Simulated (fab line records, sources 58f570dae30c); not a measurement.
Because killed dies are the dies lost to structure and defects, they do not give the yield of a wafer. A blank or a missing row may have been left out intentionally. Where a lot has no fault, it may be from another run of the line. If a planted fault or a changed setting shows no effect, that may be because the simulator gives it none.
Which tool was responsible?    flow berkeleyCmos170    Sampling: 14 lots, 42 wafers, 4 of 331 route steps

## WHAT THE GAUGES READ, wafer by wafer
UCB170_ACTIVE_OVL_MEAS_14.
lot   measured     on          ACTIVE_OVL (nm)
L164  day 4 13:48  overlay-02  4 0 5
L165  day 4 14:02  overlay-02  5 6 4
L166  day 5 08:14  overlay-01  3 -3 -2
L167  day 5 08:22  overlay-01  -1 8 7
L169  day 5 13:20  overlay-01  6 6 5
L172  day 6 05:53  overlay-01  10 5 9
L171  day 6 06:06  overlay-01  -11 0 0
L173  day 6 06:08  overlay-02  2 -2 -2
L174  day 6 15:37  overlay-01  1 8 6
L177  day 7 13:06  overlay-02  9 7 3
L179  day 7 19:47  overlay-02  6 3 -10
L180  day 7 20:26  overlay-01  4 5 5
L182  day 8 01:52  overlay-01  14 12 4
L183  day 8 18:56  overlay-01  2 -1 3

UCB170_NVT_OVL_MEAS_06.
lot   measured      on          NVT_OVL (nm)
L164  day 6 00:49   overlay-01  -8 -17 -6
L165  day 6 00:35   overlay-02  1 -3 -2
L166  day 6 18:56   overlay-01  -7 -8 -2
L167  day 6 19:02   overlay-01  -2 -6 5
L169  day 7 02:10   overlay-01  -3 -6 -1
L172  day 7 21:07   overlay-02  3 -6 -3
L171  day 7 21:27   overlay-02  3 -1 1
L173  day 7 20:50   overlay-02  -6 -7 4
L174  day 8 03:55   overlay-02  9 0 11
L177  day 9 02:07   overlay-01  -13 -7 -5
L179  day 9 13:18   overlay-01  -6 -11 -10
L180  day 9 13:18   overlay-02  0 -4 -1
L182  day 9 12:56   overlay-01  -4 4 0
L183  day 10 09:28  overlay-01  2 13 -1

UCB170_PVT_TW_MEAS_09.
lot   measured      on            PVT_TW
L164  day 6 03:01   filmMetro-04  505 504 504
L165  day 6 02:48   filmMetro-02  510 507 507
L166  day 6 20:47   filmMetro-04  502 507 503
L167  day 6 21:20   filmMetro-04  503 503 503
L169  day 7 04:17   filmMetro-03  500 500 499
L172  day 8 00:04   filmMetro-03  499 500 499
L171  day 8 00:28   filmMetro-04  501 502 506
L173  day 7 23:58   filmMetro-04  506 507 503
L174  day 8 05:58   filmMetro-03  500 502 501
L177  day 9 05:25   filmMetro-04  503 503 503
L179  day 9 15:22   filmMetro-03  497 496 496
L180  day 9 15:48   filmMetro-02  469 473 470
L182  day 9 14:56   filmMetro-04  505 506 504
L183  day 10 11:29  filmMetro-04  460 462 462

## WHICH TOOL RAN EACH LOT (tool, then ch and the chambers of the sampled wafers, then the start)
lot   UCB170_PVT_IMPLANT_07
L164  implanter-03 ch 0, day 6 02:46
L165  implanter-01 ch 0, day 6 02:33
L166  implanter-01 ch 0, day 6 20:32
L167  implanter-03 ch 0, day 6 21:07
L169  implanter-01 ch 0, day 7 04:02
L172  implanter-01 ch 0, day 7 23:51
L171  implanter-03 ch 0, day 8 00:13
L173  implanter-03 ch 0, day 7 23:43
L174  implanter-03 ch 0, day 8 05:43
L177  implanter-01 ch 0, day 9 05:11
L179  implanter-03 ch 0, day 9 15:07
L180  implanter-01 ch 0, day 9 15:33
L182  implanter-01 ch 0, day 9 14:41
L183  implanter-01 ch 0, day 10 11:15
- UCB170_PVT_IMPLANT_07

## WHAT THE TOOLS THEMSELVES READ (means of the sampled wafers that have a number; where no wafer has one, the mark that the record gives instead)
UCB170_PVT_IMPLANT_07.
lot   tool          beamOnS (s)  faradayCurrentUA
L164  implanter-03  9.96         6.36
L165  implanter-01  9.89         6.42
L166  implanter-01  10.22        6.20
L167  implanter-03  10.02        6.31
L169  implanter-01  10.04        6.32
L172  implanter-01  9.97         6.37
L171  implanter-03  10.17        6.24
L173  implanter-03  10.14        6.27
L174  implanter-03  9.75         6.51
L177  implanter-01  9.93         6.39
L179  implanter-03  10.04        6.32
L180  implanter-01  7.73         8.24
L182  implanter-01  9.92         6.39
L183  implanter-01  7.58         8.37

## THE ANSWER, worked out from the rows above alone
Rule: the lots themselves supply what counts as usual. Put in order of their means at a reading, lots are off if they are a third of the lots or fewer, leave a main group of 4 or more, and stand apart from it by a gap of 3 or more times the standard deviation of the main group's means; of several such gaps the widest counts. A main group is skipped when, at the precision printed for the reading in the tables above, its means are all equal. Also off: a lot with no number at a reading for which 4 or more lots have one. All remaining lots with rows at the step are treated as sound. First the gauges in route order, then the tools' own readings, where a lot's mean is used as printed above. The first step at which some lot is off is used, and at that step the reading that is off furthest; a lot without a number counts as furthest.
Off: L180, L183, seen at UCB170_PVT_TW_MEAS_09 (PVT_TW). The main group has a mean of 503 with a standard deviation of 3.
If a tool, at a process step before that reading, ran all the lots that are off and no sound lot after the first of them, it fits. Not tried: the gauges at UCB170_PVT_TW_MEAS_09; whatever is off there is also off at UCB170_PVT_IMPLANT_07, on other tools, and gauge error can't account for it. One candidate fits, namely implanter-01 at UCB170_PVT_IMPLANT_07. A fault onset in the window from L182 (day 9 14:41, its last sound lot) to L180 (day 9 15:33, its first lot off) fits.
The tool's own readings at UCB170_PVT_IMPLANT_07 bear it out: on the lots that are off they differ by more than 5 times the standard deviation of the sound lots' means. beamOnS reads 7.66 s there against 10.00 s on the sound lots; faradayCurrentUA reads 8.30 there against 6.34 on the sound lots.

## WHAT THE SIMULATOR HAD INSERTED
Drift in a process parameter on implanter-01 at UCB170_PVT_IMPLANT_07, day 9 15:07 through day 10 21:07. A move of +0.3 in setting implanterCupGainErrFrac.
Struck lots among those shown: L180, L183. This agrees with what the rule above found.
